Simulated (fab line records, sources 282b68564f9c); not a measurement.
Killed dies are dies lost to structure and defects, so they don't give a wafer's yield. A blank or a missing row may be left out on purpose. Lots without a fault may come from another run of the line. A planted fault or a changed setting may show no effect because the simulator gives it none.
Problem report in the 8D (eight disciplines) form, filled by code | flow rit_cmos | the parts of the form that need people (team, actions taken, sign-off) are left out

1. THE PROBLEM
chamber_pressure_mTorr at RIT_ACTIVE_ETCH_13 reads a mean of 129.71 mTorr on 1 wafer of 1 lot; wafers without a fault read 260.02 mTorr with a standard deviation of 0.26. That is -99 or more standard deviations from the usual mean.
The step: etches Si3N4 in SF6, stops on SiO2, time 210 s, target depth 210 nm.
First seen on wafer L343.5, day 2 16:08, on rie_diel-02. The record holds 39 wafers of 13 lots with a number at this step. Rule for "out", or "out of limits": more than 4 standard deviations from the usual mean. The other wafers with a number count as sound.

2. WHAT IT IS AND WHAT IT IS NOT
question                    | is                     | is not
which readings at this step | chamber_pressure_mTorr | drypump_motor_current_A, oes_product_au, throttle_valve_pct
which lots                  | L343                   | L338, L339, L340, L341, L342, L351, L355, L356, L357, L359, L360, L361
which wafers of those lots  | L343.5                 | L343.2, L343.4
read on which tools         | rie_diel-02            | rie_diel-01, rie_diel-03
when                        | from day 2 16:08       | up to then (17 sound wafers); but 21 sound wafers of L351, L355, L356, L357, L359, L360, L361 came after

3. SUSPECTS, AND WHAT RULES EACH OUT
Counting: a tool at a process step up to the reading stays a suspect if it ran every lot that is out. Sound lots after the first of them don't rule it out here, since some wafers of a struck lot are sound.
- rie_diel-02 at RIT_ACTIVE_ETCH_13 (etches Si3N4 in SF6, stops on SiO2, time 210 s, target depth 210 nm): kept. It ran the lot that is out, L343 (day 2 16:08); its last sound lot up to then is L340 (day 2 01:11). Its own readings are out on those wafers: chamber_pressure_mTorr.
- Within rie_diel-02 at RIT_ACTIVE_ETCH_13: the wafers that are out ran in chamber 0; their sound lot-mates ran in chambers 2, 3.
Left after counting: rie_diel-02 at RIT_ACTIVE_ETCH_13.

4. THE CAUSE (what the simulator had put in)
Process parameter drift: rie_diel-02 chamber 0, from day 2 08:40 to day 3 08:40, at RIT_ACTIVE_ETCH_13. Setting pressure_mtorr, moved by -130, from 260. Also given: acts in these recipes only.
Counting left only this tool.

5. THE CHAIN OF EFFECTS, in route order
Each row: a reading whose mean over the struck wafers that have a number lies more than 3 standard deviations from the usual. Only readings for which the record gives a usual standard deviation are gone through. hours: the time from each lot's start at the first step in this table that gives one to its start at this step, as a median over the lots. sigmas: the change in usual standard deviations.
hours | step               | reading                | usual        | on struck wafers | change  | sigmas
0     | RIT_ACTIVE_ETCH_13 | chamber_pressure_mTorr | 260.02 mTorr | 129.71           | -130.31 | -99 or more
The process steps in it:
- RIT_ACTIVE_ETCH_13: etches Si3N4 in SF6, stops on SiO2, time 210 s, target depth 210 nm.

6. WHAT WOULD HAVE CAUGHT IT SOONER
In this record the first reading out of limits was taken at day 2 16:08, 7 hours after the fault began at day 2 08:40.
